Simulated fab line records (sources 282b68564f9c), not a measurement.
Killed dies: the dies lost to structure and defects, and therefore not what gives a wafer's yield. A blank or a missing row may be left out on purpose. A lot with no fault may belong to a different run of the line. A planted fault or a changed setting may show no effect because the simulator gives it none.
Which of the tools did it? | flow ritCmos | 7 lots with 21 wafers sampled at 2 steps, on a route of 202 steps

## WHAT THE GAUGES SHOWED, per wafer
RIT_NLDD_OVL_MEAS_06.
lot  | measured    | on         | NLDD_OVL (nm)
L714 | day 3 04:38 | overlay-02 | 0.9 2.4 1.4
L718 | day 4 01:26 | overlay-01 | 2.9 1.9 2.5
L724 | day 5 02:24 | overlay-01 | -0.2 1.3 -2.4
L727 | day 5 17:37 | overlay-01 | -1.7 0.5 -0.5
L730 | day 6 14:00 | overlay-01 | 2.6 2.3 1.2
L734 | day 7 14:43 | overlay-01 | -0.2 -0.1 -0.4
L736 | day 8 01:31 | overlay-02 | -0.3 -0.8 -0.6

## WHAT TOOL EACH LOT RAN ON (gives the tool, then ch and the chambers of the sampled wafers, and finally the start)
lot  | RIT_FOX2_OXIDATION_00
L714 | furnace-03 ch 0, day 2 03:44
L718 | furnace-01 ch 0, day 2 22:47
L724 | furnace-03 ch 0, day 4 01:40
L727 | furnace-04 ch 0, day 4 16:59
L730 | furnace-04 ch 0, day 5 08:13
L734 | furnace-01 ch 0, day 6 07:40
L736 | furnace-04 ch 0, day 6 20:28
- RIT_FOX2_OXIDATION_00: target thk 350.7 nm, ox time 1130 s.

## THE ANSWER, worked out from the rows above alone
Rule: usual is defined by the lots themselves. The widest of any qualifying gaps counts: lots, ordered by their means at a reading, are off when they make up no more than a third of the lots, leave a main group of 4 or more, and stand apart from it by 3 or more times the standard deviation of that group's means. If all means in a main group match to the digits the tables above print for the reading, that group is not used. A lot without any number at a reading at which 4 lots or more have one is off too. Where the step has rows for the other lots, those lots are counted as sound.
Nothing can be told from this: no lot is off at any reading shown.

## WHAT WAS PUT IN BY THE SIMULATOR
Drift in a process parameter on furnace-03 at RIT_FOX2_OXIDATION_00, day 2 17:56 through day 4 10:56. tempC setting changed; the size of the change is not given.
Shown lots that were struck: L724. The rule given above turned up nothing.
